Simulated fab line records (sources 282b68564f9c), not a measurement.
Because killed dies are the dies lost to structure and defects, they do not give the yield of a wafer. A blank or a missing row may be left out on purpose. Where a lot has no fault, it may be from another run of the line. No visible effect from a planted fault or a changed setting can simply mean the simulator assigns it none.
Split-lot trial    flow rit cmos    5 lots, 23 wafers read, on a route of 202 steps

## ON THE SPLIT
At RIT_GATE_COAT_11 (resist thk 850 nm), the setting resist thk nm was moved away from the recipe's 850 nm on 7 of the 23 wafers read, by -5.4% to -2.9%. This setting was run at the recipe's value on the other wafers.

## FROM THE SPLIT TO THE READING: what the file shows between them, 2 steps
- RIT_GATE_DEVELOP_15: develop time 50 s (also split here: develop time s)
- RIT_GATE_HARDBAKE_18: time 60 s

## THE READING
NOVOLAK_of_GATE_COAT_11.thk nm (the simulator's own value, which no gauge read), in nm, at RIT_GATE_ETCH_19 (etches poly-Si in SF6/CHF3/O2, stops on SiO2, time 165 s, target depth 312.5 nm). No usual value for it is given in the file. Across the 16 wafers here that went through the recipe, the average is 670.7 nm and the standard deviation 3.2 nm.

wafer   tool, chamber at the split  resist thk nm as run, nm  against the recipe  NOVOLAK_of_GATE_COAT_11.thk nm, nm  against lot-mates on the recipe
L074.2  litho track-02, 0           850                       recipe              674                                 -
L074.3  litho track-02, 0           850                       recipe              668.1                               -
L074.4  litho track-02, 0           850                       recipe              666.9                               -
L074.5  litho track-02, 0           850                       recipe              670.4                               -
L074.6  litho track-02, 0           850                       recipe              667.9                               -
L075.2  litho track-02, 0           850                       recipe              666.8                               -
L075.3  litho track-02, 0           850                       recipe              676.3                               -
L075.4  litho track-02, 0           825.7                     -2.9%               646.5                               -25.5
L075.5  litho track-02, 0           825.7                     -2.9%               647                                 -25.0
L075.6  litho track-02, 0           850                       recipe              672.9                               -
L080.1  litho track-02, 0           850                       recipe              671.5                               -
L080.3  litho track-02, 0           850                       recipe              669.1                               -
L080.4  litho track-02, 0           850                       recipe              673.7                               -
L080.5  litho track-02, 0           807.8                     -5.0%               634.3                               -37.1
L080.6  litho track-02, 0           807.8                     -5.0%               634.1                               -37.3
L081.1  litho track-03, 0           850                       recipe              668.8                               -
L081.3  litho track-03, 0           850                       recipe              675.9                               -
L081.6  litho track-03, 0           850                       recipe              667.5                               -
L083.1  litho track-04, 0           804.3                     -5.4%               636.5                               -34.2
L083.3  litho track-04, 0           850                       recipe              668                                 -
L083.4  litho track-04, 0           850                       recipe              673.4                               -
L083.5  litho track-04, 0           804.3                     -5.4%               635.9                               -34.8
L083.6  litho track-04, 0           804.3                     -5.4%               630.7                               -40.0

THE FIT
A straight line over all 23 wafers: NOVOLAK_of_GATE_COAT_11.thk nm changes by +7.08 nm for each +1% of resist thk nm; r = +0.98; the points scatter about the line by 3.2 nm.
The same after taking each lot's own level away (the mean of its wafers on the recipe; 23 wafers): +7.16 nm for each +1%; r = +0.98; scatter 3.3 nm.
The reading moves by 39 nm for the largest change in resist thk nm, on that fit.
Across the lots, their own levels run from 669.46 to 672.00 nm, a range of 0.8 times the standard deviation given above.
The two slopes agree, so the slope changes little with the lot-to-lot level.
Check: with one of the wafers moved furthest among these (-5.4%) left out of the fit, the line predicts -39.9 nm for it against its lot-mates. Against them it came out at -34.2 nm.

## THESE WAFERS: OTHER SPLITS
Before the reading, these wafers also passed through other splits. Each is held against what the fit with the lots' levels taken away leaves over:
other split on the same wafers        wafers away from the commonest value  r with NOVOLAK_of_GATE_COAT_11.thk nm (lot level and that fit taken away)
RIT_ACTIVE_CVD_03 temp c              15                                    -0.27
RIT_ACTIVE_DEVELOP_10 develop time s  8                                     +0.56
RIT_FOX2_OXIDATION_00 ox time s       15                                    +0.02
RIT_PWELL_COAT_01 spin rpm            4                                     -0.31
RIT_PRETRO_IMPLANT_08 energy kev      7                                     -0.26
RIT_GATE_CVD_08 pressure mtorr        18                                    -0.32
RIT_GATE_DEVELOP_15 develop time s    11                                    -0.08

## THE WHOLE CHAIN: every reading that the file lists as answering this split, in the file's order
step                  what it does                                                                     reading                                                                          change (the file's fit)               r (the file's)
RIT_GATE_COAT_11      resist thk 850 nm                                                                NOVOLAK_of_GATE_COAT_11.thk nm (the simulator's own value, which no gauge read)  +8.53 nm for each +1% of the setting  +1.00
RIT_GATE_HARDBAKE_18  time 60 s                                                                        NOVOLAK_of_GATE_COAT_11.thk nm (the simulator's own value, which no gauge read)  +7.47 nm for each +1% of the setting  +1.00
RIT_GATE_ETCH_19      etches poly-Si in SF6/CHF3/O2, stops on SiO2, time 165 s, target depth 312.5 nm  NOVOLAK_of_GATE_COAT_11.thk nm (the simulator's own value, which no gauge read)  +7.33 nm for each +1% of the setting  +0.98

## THE FILE'S OWN FIT
NOVOLAK_of_GATE_COAT_11.thk nm changes by +7.33 nm for each +1% of resist thk nm, r = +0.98.
